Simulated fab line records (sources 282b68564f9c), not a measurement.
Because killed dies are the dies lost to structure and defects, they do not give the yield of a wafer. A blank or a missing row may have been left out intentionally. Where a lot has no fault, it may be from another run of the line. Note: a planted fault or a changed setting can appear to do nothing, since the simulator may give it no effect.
One fault through the eyes of 2 desks / flow ritCmos / each desk holds nothing but its own numbers, with what lay behind them at the end

== DESK OF THE TOOL OWNER: lithoTrack-03 ==
At RIT_ACTIVE_SOFTBAKE_07 (time 60 s), the tool's own readings, given per lot that ran on this tool as the mean of the sampled wafers with a number. Marked OUT: a lot whose mean sits more than 4 standard deviations from the usual mean, which makes it out of limits; the brackets give that distance.
Columns: A = heaterPowerTotalW at RIT_ACTIVE_SOFTBAKE_07, usual 34.56 W; B = plateTempC at RIT_ACTIVE_SOFTBAKE_07, usual 89.99 C
lot=L878; first seen here=day 1 15:00; A=34.60; B=89.96
lot=L887; first seen here=day 3 13:58; A=35.64 (+22) OUT; B=92.13 (+16) OUT
lot=L889; first seen here=day 3 20:53; A=35.59 (+21) OUT; B=92.15 (+17) OUT
Finding of this desk: L887, L889 out of limits; the first was L887 at day 3 13:58, on heaterPowerTotalW at RIT_ACTIVE_SOFTBAKE_07. L878: within limits.

== THE METROLOGY DESK ==
Means of the sampled wafers that have a number, per lot and without regard to the tool the lot ran on: this is what the gauges read. Marked OUT: a lot whose mean sits more than 4 standard deviations from the usual mean, which makes it out of limits; the brackets give that distance.
Columns: A = INCOMING_BOW at RIT_ACTIVE_BOW_MEAS_00, usual 0 um; B = ACTIVE_OXIDE_THK at RIT_ACTIVE_THK_MEAS_02, usual 47.3 nm; C = ACTIVE_NITRIDE_THK at RIT_ACTIVE_THK_MEAS_04, usual 149.7 nm; D = cdNm at RIT_ACTIVE_CD_MEAS_11, usual 1400.5 nm
lot=L878; first seen here=day 1 10:02; A=-4; B=47.8; C=150.1; D=1399.3
lot=L882; first seen here=day 2 06:00; A=-5; B=46.7; C=150.5; D=1397.2
lot=L887; first seen here=day 3 07:01; A=-2; B=46.3; C=150.8; D=1398.5
lot=L889; first seen here=day 3 17:00; A=0; B=47.3; C=149.3; D=1397.4
lot=L900; first seen here=day 6 00:01; A=0; B=46.9; C=149.2; D=1405.3
lot=L901; first seen here=day 6 05:02; A=-2; B=48.4; C=150.0; D=1399.3
Result from this desk: across the 6 lots, nothing is out of limits.

== BROUGHT TOGETHER ==
On L887, L889, at day 3 13:58, an alarm was possible from the tool owner's desk.
From the metrology desk's view, nothing was out of limits.
The metrology desk holds a record of L887, L889, inside its limits.
All the named lots went through RIT_ACTIVE_SOFTBAKE_07 on lithoTrack-03.

== WHAT THE SIMULATOR HAD PUT IN ==
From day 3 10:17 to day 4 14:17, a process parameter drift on lithoTrack-03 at RIT_ACTIVE_SOFTBAKE_07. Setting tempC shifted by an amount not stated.
Lots struck among those shown: L887, L889.
How many hours passed from the start of the fault until each desk's first out-of-limits reading: the tool owner's desk, 4.
